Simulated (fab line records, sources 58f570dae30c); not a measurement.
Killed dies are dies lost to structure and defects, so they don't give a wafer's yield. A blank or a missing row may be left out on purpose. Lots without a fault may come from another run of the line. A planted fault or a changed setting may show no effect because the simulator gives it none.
Which tool did it? | flow berkeley_cmos170 | 7 lots, 21 wafers sampled, at 2 steps of a route of 331

WHAT THE GAUGES READ, wafer by wafer
UCB170_NWELL_THK_MEAS_02.
lot  | measured    | on            | NWELL_OXIDE_THK (nm)
L585 | day 2 07:45 | film_metro-04 | 26.6 27.1 26.8
L588 | day 2 22:40 | film_metro-01 | 26.4 25.9 25.9
L591 | day 3 18:52 | film_metro-01 | 26.9 27.2 26.8
L596 | day 4 18:50 | film_metro-01 | 27.3 27.8 27.5
L600 | day 5 16:41 | film_metro-04 | 26.6 26.9 26.7
L604 | day 6 12:12 | film_metro-04 | 66.4 66.5 66.2
L606 | day 6 18:37 | film_metro-04 | 26.0 26.1 25.8

WHICH TOOL RAN EACH LOT (tool, then ch and the chambers of the sampled wafers, then the start)
lot  | UCB170_NWELL_OXIDATION_01
L585 | furnace-02 ch 0, day 2 06:23
L588 | furnace-04 ch 0, day 2 21:14
L591 | furnace-03 ch 0, day 3 17:31
L596 | furnace-03 ch 0, day 4 17:29
L600 | furnace-03 ch 0, day 5 15:16
L604 | furnace-04 ch 0, day 6 10:50
L606 | furnace-03 ch 0, day 6 17:16
- UCB170_NWELL_OXIDATION_01: target thk 26.4 nm, ox time 1260 s.

THE ANSWER, worked out from the rows above alone
Rule: what is usual is taken from the lots themselves. Put in order of their means at a reading, lots are off if they are a third of the lots or fewer, leave a main group of 4 or more, and stand apart from it by a gap of 3 or more times the standard deviation of the main group's means; of several such gaps the widest counts. A main group whose means are all the same, to the digits that the tables above print for the reading, isn't used. A lot without any number at a reading at which 4 lots or more have one is off too. The other lots that the step has rows for count as sound.
Off: L604, at UCB170_NWELL_THK_MEAS_02 (NWELL_OXIDE_THK). The main group: mean 26.7 nm, standard deviation 0.54.
A tool fits if, at a process step before that reading, it ran every lot that is off, and no sound lot after the first of them. The gauges at UCB170_NWELL_THK_MEAS_02 are tried like those tools. One fits: furnace-04 at UCB170_NWELL_OXIDATION_01. Its last sound lot is L588 (day 2 21:14), its first lot that is off L604 (day 6 10:50): a fault that began between those two fits.

WHAT THE SIMULATOR HAD PUT IN
Process parameter drift: furnace-04, from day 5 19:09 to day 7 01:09, at UCB170_NWELL_OXIDATION_01. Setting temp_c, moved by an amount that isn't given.
Lots struck among those shown: L604. The rule above found the same.
